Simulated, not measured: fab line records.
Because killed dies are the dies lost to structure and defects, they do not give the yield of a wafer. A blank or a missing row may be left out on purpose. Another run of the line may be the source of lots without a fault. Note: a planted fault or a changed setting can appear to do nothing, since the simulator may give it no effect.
A single fault, viewed from 2 desks + flow berkeleyCmos170 + numbers are kept per desk, each desk with only its own; the story behind them comes last

== FOR THE TOOL OWNER'S DESK: furnace-01 ==
At UCB170_SPACER_ANNEAL_02 (time 1800 s), the tool's own readings, given per lot that ran on this tool as the mean of the sampled wafers with a number. Any lot whose mean is over 4 standard deviations away from the usual mean is out of limits and marked OUT; that distance is given in the brackets.
Columns: A = spikeTcCentreC at UCB170_SPACER_ANNEAL_02, usual 901.6 C; B = zonePowerCentrePct at UCB170_SPACER_ANNEAL_02, usual 44 %; C = zonePowerLoadPct at UCB170_SPACER_ANNEAL_02, usual 25.5 %
| lot  | first seen here | A               | B             | C               |
|------|-----------------|-----------------|---------------|-----------------|
| L440 | day 6 13:04     | 900.9           | 42            | 25.8            |
| L443 | day 7 09:08     | 901.7           | 42            | 25.8            |
| L447 | day 8 04:58     | 865.5 (-30) OUT | 27 (-5.4) OUT | 27.9 (+5.9) OUT |
| L448 | day 8 12:43     | 865.9 (-30) OUT | 27 (-5.4) OUT | 28.2 (+6.5) OUT |
| L449 | day 8 12:43     | 865.2 (-30) OUT | 28 (-5.3) OUT | 28.1 (+6.3) OUT |
| L460 | day 11 07:47    | 901.2           | 42            | 26.1            |
| L461 | day 11 07:47    | 900.8           | 43            | 26.1            |
| L462 | day 11 07:47    | 901.4           | 42            | 25.8            |
Finding of this desk: L447, L448, L449 out of limits; the first was L447 at day 8 04:58, on spikeTcCentreC at UCB170_SPACER_ANNEAL_02. Within limits: L440, L443, L460, L461, L462.

== FROM THE METROLOGY DESK ==
Means of the sampled wafers that have a number, per lot and without regard to the tool the lot ran on: this is what the gauges read. Any lot whose mean is over 4 standard deviations away from the usual mean is out of limits and marked OUT; that distance is given in the brackets.
Columns: A = cdNm at UCB170_PLDD_CD_MEAS_06, usual 1199.9 nm; B = cdNm at UCB170_NLDD_CD_MEAS_06, usual 1199.8 nm; C = PSD_OVL at UCB170_PSD_OVL_MEAS_07, usual 3 nm; D = PLDD_RS at UCB170_SDANNEAL_RS_MEAS_04, usual 1032.3 ohm/sq
| lot  | first seen here | A      | B      | C   | D                |
|------|-----------------|--------|--------|-----|------------------|
| L439 | day 6 00:07     | 1200.0 | 1199.0 | 8   | 1029.8           |
| L440 | day 6 07:25     | 1199.3 | 1201.8 | 8   | 1035.7           |
| L443 | day 7 02:14     | 1199.7 | 1198.5 | -1  | 1031.0           |
| L446 | day 7 14:47     | 1201.6 | 1199.5 | 1   | 1031.6           |
| L445 | day 7 15:32     | 1199.6 | 1198.3 | 0   | 1028.3           |
| L447 | day 7 22:53     | 1198.5 | 1200.3 | -5  | 1069.8 (+12) OUT |
| L449 | day 8 05:44     | 1199.3 | 1199.8 | 4   | 1115.9 (+28) OUT |
| L448 | day 8 06:03     | 1199.5 | 1201.4 | 6   | 1064.0 (+11) OUT |
| L454 | day 9 09:44     | 1199.9 | 1196.9 | -3  | 1029.6           |
| L455 | day 9 18:53     | 1199.7 | 1199.0 | -1  | 1031.4           |
| L456 | day 9 18:58     | 1199.1 | 1199.7 | 6   | 1037.6           |
| L458 | day 9 23:20     | 1199.2 | 1202.6 | 9   | 1035.4           |
| L460 | day 10 23:44    | 1200.3 | 1201.0 | -10 | 1028.4           |
| L462 | day 10 23:56    | 1197.3 | 1198.7 | 8   | 1034.4           |
| L461 | day 11 00:11    | 1200.4 | 1200.6 | 2   | 1031.2           |
Finding of this desk: L447, L448, L449 out of limits, first seen on L447 at day 8 11:20 (PLDD_RS at UCB170_SDANNEAL_RS_MEAS_04). Within limits: L439, L440, L443, L446, L445, L454, L455, L456, L458, L460, L462, L461.

== PUT TOGETHER ==
An alarm could have come from the tool owner's desk at day 8 04:58, on L447, L448, L449.
On L447, L448, L449, the metrology desk was in a position to raise an alarm at day 8 11:20.
The lots listed all ran UCB170_SPACER_ANNEAL_02 on furnace-01.

== WHAT WAS PUT IN BY THE SIMULATOR ==
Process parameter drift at UCB170_SPACER_ANNEAL_02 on furnace-01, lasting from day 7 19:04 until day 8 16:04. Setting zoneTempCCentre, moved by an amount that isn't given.
Shown lots that were struck: L447, L448, L449.
Fault start to first reading out of limits, in hours, per desk: tool owner, 10; metrology, 16.
